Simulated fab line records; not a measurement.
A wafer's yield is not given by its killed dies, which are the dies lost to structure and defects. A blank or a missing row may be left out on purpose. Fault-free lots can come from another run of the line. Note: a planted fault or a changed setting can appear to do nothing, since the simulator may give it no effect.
fab line records	flow berkeleyCmos170
record lots=5	wafers=23
route steps=331 shown SDANNEAL@204 NSD@207 SILICIDE@211 CONTACT@229 V1@261 V2@299
startH: the number of hours between the record's first day and the start of the first shown wafer of the lot	waitH: hours since the lot's step before	" unchanged from the row above	L1.1+2: several wafers, shown together as one row	- no value present, or no start provided	* or withheld: withheld	< > ~ a bound
route shown NAME@n: NAME is a module with steps in the file, n the number in the route of the first one	usual: mean/standard deviation of fault-free wafers	same: alike in all rows	chamber/n: place in a boat	sites: readings site by site	_std_site: the standard deviation of these	_edge_site: outer sites' mean less inner sites'	radiusMm: how far each site lies from the wafer's centre	mask NAME#n: copy n	behind: the last tool/chamber to shape the wafer	hold: what put the lot on hold/how long, in hours/how the hold closed	device: which transistor (n, p or np) failed to switch	end of line: the tests these same wafers got at the end of their route	for a step that has no rows: nothing shown but its recipe	killed: count of dies lost to structure and defects at first sort (not the wafer's yield)	map: the dies of a wafer, with x for killed, . for not killed, _ for no die there
set.NAME: the setting that was run; set.NAME@STEP: the one run at that earlier step	model.NAME: the simulator's own value behind a step, which no gauge read
lots where settings were altered on purpose, with a table for each step and a row for each wafer
## steps
# step UCB170_SDANNEAL_RTA_00
# recipe tempC=900	timeS=10	ambient=N2
lot.wafer	tool	chamber	startH	waitH	set.timeS
L074.1+3+4	rtpAnneal-02	0	139.52	0.0	8.776
L074.2+5	"	0	"	"	10
L076.1+2+3+5+6	rtpAnneal-01	0	152.46	0.0	10
L078.1+4+5	rtpAnneal-01	0	161.86	0.0	11.36
L078.2+3	"	0	"	"	10
L079.1+2	rtpAnneal-02	0	162.25	0.0	10
L079.3+4+5	"	0	"	"	9.594
L082.2+3+5	rtpAnneal-01	0	192.45	0.0	10
# step UCB170_SDANNEAL_RTA_01
# recipe tempC=1050	timeS=5	ambient=N2
# step UCB170_SDANNEAL_RS_MEAS_03
# recipe thkMeasGauge=four-point-probe
# usual NSD_RS=37.27/0.11
lot.wafer	tool	chamber	startH	waitH	set.doseCm2@NSD_IMPLANT_08	NSD_RS[ohm/sq]
L074.1	filmMetro-04	-	139.76	0.1	3e+15	37.30
L074.2	"	-	"	"	3e+15	37.15
L074.3	"	-	"	"	3e+15	37.30
L074.4	"	-	"	"	3e+15	37.29
L074.5	"	-	"	"	3e+15	37.21
L076.1	filmMetro-02	-	152.70	0.1	3e+15	37.12
L076.2	"	-	"	"	3e+15	37.12
L076.3	"	-	"	"	3e+15	37.15
L076.5	"	-	"	"	3e+15	37.04
L076.6	"	-	"	"	3e+15	37.09
L078.1	filmMetro-02	-	162.11	0.1	2.892e+15	37.86
L078.2	"	-	"	"	2.892e+15	38.07
L078.3	"	-	"	"	3e+15	37.32
L078.4	"	-	"	"	3e+15	37.38
L078.5	"	-	"	"	2.892e+15	37.98
L079.1	filmMetro-04	-	162.50	0.1	3e+15	37.36
L079.2	"	-	"	"	3e+15	37.17
L079.3	"	-	"	"	3.169e+15	36.36
L079.4	"	-	"	"	3.169e+15	36.30
L079.5	"	-	"	"	3e+15	37.22
L082.2	filmMetro-02	-	192.71	0.1	3e+15	37.37
L082.3	"	-	"	"	3e+15	37.32
L082.5	"	-	"	"	3e+15	37.22
# step UCB170_SILICIDE_SPUTTER_01
# recipe material=Ti	targetThkNm=30	timeS=25	powerW=1500	chamberPressurePa=0.5
lot.wafer	tool	chamber	startH	waitH	set.timeS	model.Ti_of_SILICIDE_SPUTTER_01.thkNm
L074.1	pvdSputter-02	-	140.19	0.0	25	30.19
L074.2	"	-	"	"	22.6	27.66
L074.3	"	-	"	"	22.6	27.46
L074.4	"	-	"	"	25	30.39
L074.5	"	-	"	"	22.6	27.41
L076.1	pvdSputter-01	-	153.13	0.0	21.77	26.06
L076.2	"	-	"	"	21.77	26.11
L076.3	"	-	"	"	25	30.05
L076.5	"	-	"	"	21.77	25.91
L076.6	"	-	"	"	25	30.12
L078.1	pvdSputter-01	-	162.54	0.0	25	30.29
L078.2	"	-	"	"	27.37	32.73
L078.3	"	-	"	"	25	30.09
L078.4	"	-	"	"	25	30.22
L078.5	"	-	"	"	27.37	32.92
L079.1	pvdSputter-03	-	162.92	0.0	25	30.01
L079.2	"	-	"	"	26.93	32.45
L079.3	"	-	"	"	26.93	32.48
L079.4	"	-	"	"	25	30.11
L079.5	"	-	"	"	25	29.87
L082.2	pvdSputter-02	-	193.11	0.0	25	30.26
L082.3	"	-	"	"	25	30.12
L082.5	"	-	"	"	25	30.3
# step UCB170_SILICIDE_RS_MEAS_02
# recipe thkMeasGauge=four-point-probe	reads=Ti_of_SILICIDE_SPUTTER_01
# usual SILICIDE_TI_RS=26.12/0.25
lot.wafer	tool	chamber	startH	waitH	set.timeS@SILICIDE_SPUTTER_01	SILICIDE_TI_RS[ohm/sq]
L074.1	filmMetro-02	-	140.22	0.0	25	25.92
L074.2	"	-	"	"	22.6	28.72
L074.3	"	-	"	"	22.6	28.94
L074.4	"	-	"	"	25	25.65
L074.5	"	-	"	"	22.6	28.98
L076.1	filmMetro-01	-	153.16	0.0	21.77	30.87
L076.2	"	-	"	"	21.77	30.87
L076.3	"	-	"	"	25	26.09
L076.5	"	-	"	"	21.77	31.12
L076.6	"	-	"	"	25	26.05
L078.1	filmMetro-01	-	162.57	0.0	25	25.88
L078.2	"	-	"	"	27.37	23.66
L078.3	"	-	"	"	25	26.04
L078.4	"	-	"	"	25	25.91
L078.5	"	-	"	"	27.37	23.45
L079.1	filmMetro-03	-	162.95	0.0	25	26.10
L079.2	"	-	"	"	26.93	23.82
L079.3	"	-	"	"	26.93	23.82
L079.4	"	-	"	"	25	26.06
L079.5	"	-	"	"	25	26.23
L082.2	filmMetro-01	-	193.16	0.0	25	25.91
L082.3	"	-	"	"	25	25.98
L082.5	"	-	"	"	25	25.82
# step UCB170_SILICIDE_THK_MEAS_03
# recipe thkMeasGauge=xrf	reads=Ti_of_SILICIDE_SPUTTER_01
# usual SILICIDE_TI_THK=30.1/0.31
lot.wafer	tool	chamber	startH	waitH	set.timeS@SILICIDE_SPUTTER_01	SILICIDE_TI_THK[nm]
L074.1	filmMetro-02	-	140.34	0.1	25	30.3
L074.2	"	-	"	"	22.6	27.6
L074.3	"	-	"	"	22.6	27.4
L074.4	"	-	"	"	25	30.5
L074.5	"	-	"	"	22.6	27.4
L076.1	filmMetro-01	-	153.28	0.1	21.77	26.0
L076.2	"	-	"	"	21.77	26.1
L076.3	"	-	"	"	25	30.0
L076.5	"	-	"	"	21.77	25.8
L076.6	"	-	"	"	25	30.1
L078.1	filmMetro-01	-	162.69	0.1	25	30.3
L078.2	"	-	"	"	27.37	32.5
L078.3	"	-	"	"	25	30.0
L078.4	"	-	"	"	25	30.1
L078.5	"	-	"	"	27.37	32.7
L079.1	filmMetro-03	-	163.07	0.1	25	30.2
L079.2	"	-	"	"	26.93	32.8
L079.3	"	-	"	"	26.93	32.9
L079.4	"	-	"	"	25	30.5
L079.5	"	-	"	"	25	30.2
L082.2	filmMetro-01	-	193.27	0.1	25	30.3
L082.3	"	-	"	"	25	30.1
L082.5	"	-	"	"	25	30.3
# step UCB170_CONTACT_PEB_13
# recipe pebTempC=130	pebTimeS=withheld	resist=KrF
lot.wafer	tool	chamber	startH	waitH	set.pebTempC
L074.1+2+3+4+5	lithoTrack-02	0	145.35	0.1	130
L076.1+2	lithoTrack-03	0	157.14	0.1	130
L076.3+5+6	"	0	"	"	126.4
L078.1+2	lithoTrack-04	0	166.84	0.1	127.3
L078.3+4+5	"	0	"	"	130
L079.1+4	lithoTrack-02	0	168.52	0.3	130
L079.2+3+5	"	0	"	"	133.6
L082.2+3+5	lithoTrack-02	0	199.93	0.2	130
# step UCB170_CONTACT_DEVELOP_14
# recipe developer=TMAH	developTimeS=45	resist=KrF	devTempC=21
# step UCB170_CONTACT_CD_MEAS_15
# recipe targetCdNm=700
# usual cdNm=700.1/1.6
lot.wafer	tool	chamber	startH	waitH	set.pebTempC@CONTACT_PEB_13	cdNm
L074.1	cdSem-02	-	145.62	-	130	699.3
L074.2	"	-	"	"	130	699.0
L074.3	"	-	"	"	130	699.4
L074.4	"	-	"	"	130	699.0
L074.5	"	-	"	"	130	699.0
L076.1	cdSem-02	-	157.41	-	130	698.5
L076.2	"	-	"	"	130	699.0
L076.3	"	-	"	"	126.4	671.2
L076.5	"	-	"	"	126.4	672.6
L076.6	"	-	"	"	126.4	671.6
L078.1	cdSem-01	-	167.11	-	127.3	680.0
L078.2	"	-	"	"	127.3	680.1
L078.3	"	-	"	"	130	700.4
L078.4	"	-	"	"	130	699.4
L078.5	"	-	"	"	130	700.9
L079.1	cdSem-01	-	168.79	-	130	702.4
L079.2	"	-	"	"	133.6	721.1
L079.3	"	-	"	"	133.6	723.3
L079.4	"	-	"	"	130	699.9
L079.5	"	-	"	"	133.6	721.3
L082.2	cdSem-02	-	200.20	-	130	697.5
L082.3	"	-	"	"	130	698.4
L082.5	"	-	"	"	130	698.1
# step UCB170_CONTACT_ETCH_17
# recipe chemistry=N2/H2	targetDepthA=withheld	overetchA=withheld	target=BARC	timeS=withheld	sourceW=500	biasW=100	pressureMtorr=30	n2FlowSccm=100	h2FlowSccm=200
lot.wafer	tool	chamber	startH	waitH	set.pebTempC@CONTACT_PEB_13	model.CONTACT.cdNm
L074.1	rieDiel-03	0	145.78	0.0	130	699.4
L074.2	"	2	"	"	130	699
L074.3	"	1	"	"	130	699.8
L074.4+5	"	3	"	"	130	699.1
L076.1	rieDiel-04	0	157.57	0.0	130	698.2
L076.2	"	2	"	"	130	699.2
L076.3	"	3	"	"	126.4	671.5
L076.5	"	0	"	"	126.4	672.3
L076.6	"	3	"	"	126.4	672.1
L078.1	rieDiel-01	2	167.27	0.0	127.3	680.1
L078.2	"	3	"	"	127.3	679.8
L078.3	"	0	"	"	130	700
L078.4	"	1	"	"	130	699.3
L078.5	"	2	"	"	130	700.8
L079.1	rieDiel-03	3	168.95	0.0	130	703
L079.2	"	0	"	"	133.6	720.8
L079.3	"	2	"	"	133.6	723.1
L079.4	"	3	"	"	130	701.1
L079.5	"	2	"	"	133.6	721.3
L082.2	rieDiel-01	3	200.34	0.0	130	697.7
L082.3	"	1	"	"	130	697.8
L082.5	"	2	"	"	130	698
# step UCB170_CONTACT_ETCH_18
# recipe chemistry=CHF3/CF4/Ar	target=PSG	stopOn=TiSi2	CHF3_flow_sccm=45	cf4FlowSccm=15	Ar_flow_sccm=150	pressureMtorr=200	rfW=700	targetDepthA=8400	overEtchFrac=0.2	timeS=195
lot.wafer	tool	chamber	startH	waitH	set.pebTempC@CONTACT_PEB_13	model.CONTACT.cdNm
L074.1	rieDiel-03	0	-	-	130	699.6
L074.2	"	2	"	"	130	699.5
L074.3	"	1	"	"	130	700.2
L074.4	"	3	"	"	130	699.2
L074.5	"	3	"	"	130	699.3
L076.1	rieDiel-04	0	-	-	130	698.8
L076.2	"	2	"	"	130	699.4
L076.3	"	3	"	"	126.4	671.5
L076.5	"	0	"	"	126.4	672.1
L076.6	"	3	"	"	126.4	672.3
L078.1	rieDiel-01	2	-	-	127.3	680.2
L078.2	"	3	"	"	127.3	680.1
L078.3	"	0	"	"	130	700.3
L078.4	"	1	"	"	130	699.4
L078.5	"	2	"	"	130	700.7
L079.1	rieDiel-03	3	-	-	130	703.2
L079.2	"	0	"	"	133.6	720.8
L079.3	"	2	"	"	133.6	724
L079.4	"	3	"	"	130	701.1
L079.5	"	2	"	"	133.6	722
L082.2	rieDiel-01	3	-	-	130	697.9
L082.3	"	1	"	"	130	698.1
L082.5	"	2	"	"	130	698.6
# step UCB170_CONTACT_STRIP_19
# recipe chemistry=O2	powerW=400	pressureMtorr=3500	platenTempC=withheld	o2FlowSccm=400	overashFraction=0.5
# step UCB170_CONTACT_CD_MEAS_90
# recipe targetCdNm=700
# usual cdNm=700.4/1.8
lot.wafer	tool	chamber	startH	waitH	set.pebTempC@CONTACT_PEB_13	cdNm
L074.1	cdSem-01	-	146.04	0.1	130	699.7
L074.2	"	-	"	"	130	699.2
L074.3	"	-	"	"	130	700.4
L074.4	"	-	"	"	130	699.1
L074.5	"	-	"	"	130	699.4
L076.1	cdSem-01	-	157.83	0.1	130	698.9
L076.2	"	-	"	"	130	699.7
L076.3	"	-	"	"	126.4	672.0
L076.5	"	-	"	"	126.4	671.7
L076.6	"	-	"	"	126.4	672.1
L078.1	cdSem-01	-	167.53	0.1	127.3	680.4
L078.2	"	-	"	"	127.3	680.1
L078.3	"	-	"	"	130	700.2
L078.4	"	-	"	"	130	699.5
L078.5	"	-	"	"	130	700.7
L079.1	cdSem-02	-	169.22	0.1	130	703.1
L079.2	"	-	"	"	133.6	720.8
L079.3	"	-	"	"	133.6	724.1
L079.4	"	-	"	"	130	701.2
L079.5	"	-	"	"	133.6	721.9
L082.2	cdSem-02	-	200.63	0.1	130	697.8
L082.3	"	-	"	"	130	697.9
L082.5	"	-	"	"	130	698.6
# step UCB170_V1_COAT_07
# recipe resist=KrF	spinRpm=1500	resistThkNm=900
lot.wafer	tool	chamber	startH	waitH	set.spinRpm	model.KrF_of_V1_COAT_07.thkNm
L074.1	lithoTrack-02	0	152.78	0.1	1451	916.6
L074.2	"	0	"	"	1451	915.5
L074.3	"	0	"	"	1500	901.7
L074.4	"	0	"	"	1451	913.9
L074.5	"	0	"	"	1500	901.6
L076.1	lithoTrack-03	0	166.05	0.1	1500	902.5
L076.2	"	0	"	"	1584	875.3
L076.3	"	0	"	"	1584	877.8
L076.5	"	0	"	"	1500	902
L076.6	"	0	"	"	1500	902.3
L078.1	lithoTrack-02	0	175.88	0.1	1610	866.9
L078.2	"	0	"	"	1610	867.2
L078.3	"	0	"	"	1500	900.7
L078.4	"	0	"	"	1610	868
L078.5	"	0	"	"	1500	900
L079.1	lithoTrack-03	0	176.21	0.1	1422	926.2
L079.2	"	0	"	"	1422	927.1
L079.3	"	0	"	"	1422	923.7
L079.4	"	0	"	"	1500	897.8
L079.5	"	0	"	"	1500	896.1
L082.2	lithoTrack-02	0	209.51	0.1	1500	897.5
L082.3	"	0	"	"	1500	899.7
L082.5	"	0	"	"	1500	897.6
# step UCB170_V1_ETCH_14
# recipe chemistry=CHF3/CF4/Ar	target=SiO2	stopOn=Al	CHF3_flow_sccm=45	cf4FlowSccm=15	Ar_flow_sccm=150	pressureMtorr=200	rfW=700	targetDepthA=12500	overEtchFrac=0.25	timeS=291
lot.wafer	tool	chamber	startH	waitH	set.overEtchFrac	set.spinRpm@V1_COAT_07	model.KrF_of_V1_COAT_07.thkNm
L074.1	rieDiel-03	2	154.00	0.0	0.25	1451	625.6
L074.2	"	0	"	"	0.25	1451	623
L074.3	"	1	"	"	0.25	1500	609
L074.4	"	3	"	"	0.2193	1451	627
L074.5	"	0	"	"	0.2193	1500	612.1
L076.1	rieDiel-04	1	167.09	0.0	0.25	1500	612
L076.2	"	3	"	"	0.3086	1584	572.9
L076.3	"	0	"	"	0.25	1584	587.6
L076.5+6	"	0,1	"	"	0.3086	1500	599.8
L078.1	rieDiel-04	2	176.73	0.0	0.25	1610	570.8
L078.2	"	3	"	"	0.3044	1610	564.5
L078.3	"	1	"	"	0.25	1500	610.6
L078.4	"	1	"	"	0.25	1610	576.6
L078.5	"	3	"	"	0.3044	1500	597.1
L079.1	rieDiel-03	3	177.25	0.0	0.3249	1422	620.9
L079.2	"	2	"	"	0.25	1422	635.8
L079.3	"	0	"	"	0.25	1422	633.1
L079.4	"	0	"	"	0.3249	1500	587.9
L079.5	"	2	"	"	0.3249	1500	590
L082.2	rieDiel-04	3	210.67	0.0	0.25	1500	610.9
L082.3	"	1	"	"	0.25	1500	613.9
L082.5	"	2	"	"	0.25	1500	607.7
# step UCB170_V1_STRIP_15
# recipe chemistry=O2	powerW=400	pressureMtorr=3500	platenTempC=withheld	o2FlowSccm=400	overashFraction=0.5
# usual stripTimeToEndpointS=15.29/0.075
lot.wafer	tool	chamber	startH	waitH	set.spinRpm@V1_COAT_07	set.overEtchFrac@V1_ETCH_14	stripTimeToEndpointS
L074.1	plasmaAsher-03	1	154.18	0.1	1451	0.25	15.67
L074.2	"	0	"	"	1451	0.25	15.62
L074.3	"	1	"	"	1500	0.25	15.29
L074.4	"	0	"	"	1451	0.2193	15.71
L074.5	"	0	"	"	1500	0.2193	15.36
L076.1	plasmaAsher-04	1	167.27	0.1	1500	0.25	15.34
L076.2	"	0	"	"	1584	0.3086	14.43
L076.3	"	1	"	"	1584	0.25	14.78
L076.5	"	1	"	"	1500	0.3086	15.07
L076.6	"	0	"	"	1500	0.3086	15.07
L078.1	plasmaAsher-02	0	176.91	0.1	1610	0.25	14.38
L078.2	"	1	"	"	1610	0.3044	14.23
L078.3	"	1	"	"	1500	0.25	15.33
L078.4	"	0	"	"	1610	0.25	14.51
L078.5	"	1	"	"	1500	0.3044	14.99
L079.1	plasmaAsher-04	0	177.43	0.1	1422	0.3249	15.55
L079.2	"	1	"	"	1422	0.25	15.85
L079.3	"	0	"	"	1422	0.25	15.86
L079.4	"	1	"	"	1500	0.3249	14.78
L079.5	"	0	"	"	1500	0.3249	14.84
L082.2	plasmaAsher-02	1	210.84	0.1	1500	0.25	15.35
L082.3	"	0	"	"	1500	0.25	15.40
L082.5	"	1	"	"	1500	0.25	15.25
# step UCB170_V2_COAT_07
# recipe resist=KrF	spinRpm=1500	resistThkNm=900
lot.wafer	tool	chamber	startH	waitH	set.resistThkNm	model.KrF_of_V2_COAT_07.thkNm
L074.1	lithoTrack-02	0	158.52	0.1	900	900
L074.2	"	0	"	"	880	881.6
L074.3	"	0	"	"	900	902.1
L074.4	"	0	"	"	900	903.5
L074.5	"	0	"	"	880	879.8
L076.1	lithoTrack-04	0	171.20	0.1	900	902
L076.2	"	0	"	"	900	903.4
L076.3	"	0	"	"	900	901.4
L076.5	"	0	"	"	900	900.3
L076.6	"	0	"	"	900	902.8
L078.1	lithoTrack-02	0	181.49	0.1	900	895
L078.2	"	0	"	"	900	898.3
L078.3	"	0	"	"	953.9	948.9
L078.4	"	0	"	"	953.9	947.3
L078.5	"	0	"	"	953.9	947.4
L079.1	lithoTrack-03	0	182.16	0.1	900	902.2
L079.2	"	0	"	"	900	901.8
L079.3	"	0	"	"	900	902.9
L079.4	"	0	"	"	900	903.6
L079.5	"	0	"	"	900	903.8
L082.2	lithoTrack-04	0	214.68	0.1	900	901.8
L082.3	"	0	"	"	900	902.3
L082.5	"	0	"	"	900	903.9
# step UCB170_V2_STRIP_15
# recipe chemistry=O2	powerW=400	pressureMtorr=3500	platenTempC=withheld	o2FlowSccm=400	overashFraction=0.5
# usual stripTimeToEndpointS=15.40/0.087
lot.wafer	tool	chamber	startH	waitH	set.o2FlowSccm	set.resistThkNm@V2_COAT_07	stripTimeToEndpointS
L074.1	plasmaAsher-01	1	159.67	0.1	400	900	15.39
L074.2	"	0	"	"	374.4	880	15.08
L074.3	"	0	"	"	374.4	900	15.62
L074.4	"	1	"	"	400	900	15.47
L074.5	"	1	"	"	400	880	14.91
L076.1	plasmaAsher-02	0	172.23	0.1	400	900	15.34
L076.2	"	1	"	"	400	900	15.47
L076.3	"	1	"	"	452.1	900	15.17
L076.5	"	1	"	"	452.1	900	15.17
L076.6	"	0	"	"	452.1	900	15.24
L078.1	plasmaAsher-03	1	182.67	0.1	400	900	15.22
L078.2	"	0	"	"	400	900	15.37
L078.3	"	0	"	"	400	953.9	16.46
L078.4	"	1	"	"	424.3	953.9	16.29
L078.5	"	0	"	"	424.3	953.9	16.35
L079.1	plasmaAsher-03	0	183.52	0.1	400	900	15.42
L079.2	"	1	"	"	400	900	15.47
L079.3	"	0	"	"	400	900	15.50
L079.4	"	1	"	"	400	900	15.57
L079.5	"	1	"	"	400	900	15.50
L082.2	plasmaAsher-01	1	215.68	0.1	400	900	15.51
L082.3	"	0	"	"	400	900	15.37
L082.5	"	1	"	"	400	900	15.42
## key
split step=UCB170_SDANNEAL_RTA_00	setting=timeS	stated=10	by=wafer
response none clear
split step=UCB170_SILICIDE_SPUTTER_01	setting=timeS	stated=25	by=wafer
response step=UCB170_SILICIDE_SPUTTER_01	reading=model.Ti_of_SILICIDE_SPUTTER_01.thkNm	change=+0.301	per=1%	r=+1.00
response step=UCB170_SILICIDE_RS_MEAS_02	reading=SILICIDE_TI_RS	change=-0.326	per=1%	r=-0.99
response step=UCB170_SILICIDE_THK_MEAS_03	reading=SILICIDE_TI_THK	change=+0.302	per=1%	r=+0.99
split step=UCB170_CONTACT_PEB_13	setting=pebTempC	stated=130	by=wafer
response step=UCB170_CONTACT_CD_MEAS_15	reading=cdNm	change=+8.84	per=1%	r=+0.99
response step=UCB170_CONTACT_ETCH_17	reading=model.CONTACT.cdNm	change=+8.67	per=1%	r=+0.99
response step=UCB170_CONTACT_ETCH_18	reading=model.CONTACT.cdNm	change=+8.77	per=1%	r=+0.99
response step=UCB170_CONTACT_CD_MEAS_90	reading=cdNm	change=+8.79	per=1%	r=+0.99
split step=UCB170_V1_COAT_07	setting=spinRpm	stated=1500	by=wafer
response step=UCB170_V1_COAT_07	reading=model.KrF_of_V1_COAT_07.thkNm	change=-4.72	per=1%	r=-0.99
response step=UCB170_V1_ETCH_14	reading=model.KrF_of_V1_COAT_07.thkNm	change=-5.19	per=1%	r=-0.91
response step=UCB170_V1_STRIP_15	reading=stripTimeToEndpointS	change=*	per=1%	r=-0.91
split step=UCB170_V1_ETCH_14	setting=overEtchFrac	stated=0.25	by=wafer
response step=UCB170_V1_ETCH_14	reading=model.KrF_of_V1_COAT_07.thkNm	slope=-0.545	per=1%	togetherWith=spinRpm@V1_COAT_07	explained=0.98
response step=UCB170_V1_STRIP_15	reading=stripTimeToEndpointS	slope=*	per=1%	togetherWith=spinRpm@V1_COAT_07	explained=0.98
split step=UCB170_V2_COAT_07	setting=resistThkNm	stated=900	by=wafer
response step=UCB170_V2_COAT_07	reading=model.KrF_of_V2_COAT_07.thkNm	change=+8.67	per=1%	r=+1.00
response step=UCB170_V2_STRIP_15	reading=stripTimeToEndpointS	change=*	per=1%	r=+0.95
split step=UCB170_V2_STRIP_15	setting=o2FlowSccm	stated=400	by=wafer
response none clear
split outsideThisFile step=UCB170_NSD_IMPLANT_08 setting=doseCm2
# split outsideThisFile: this setting was split too, and the file shows its column; the key of that split is in another file
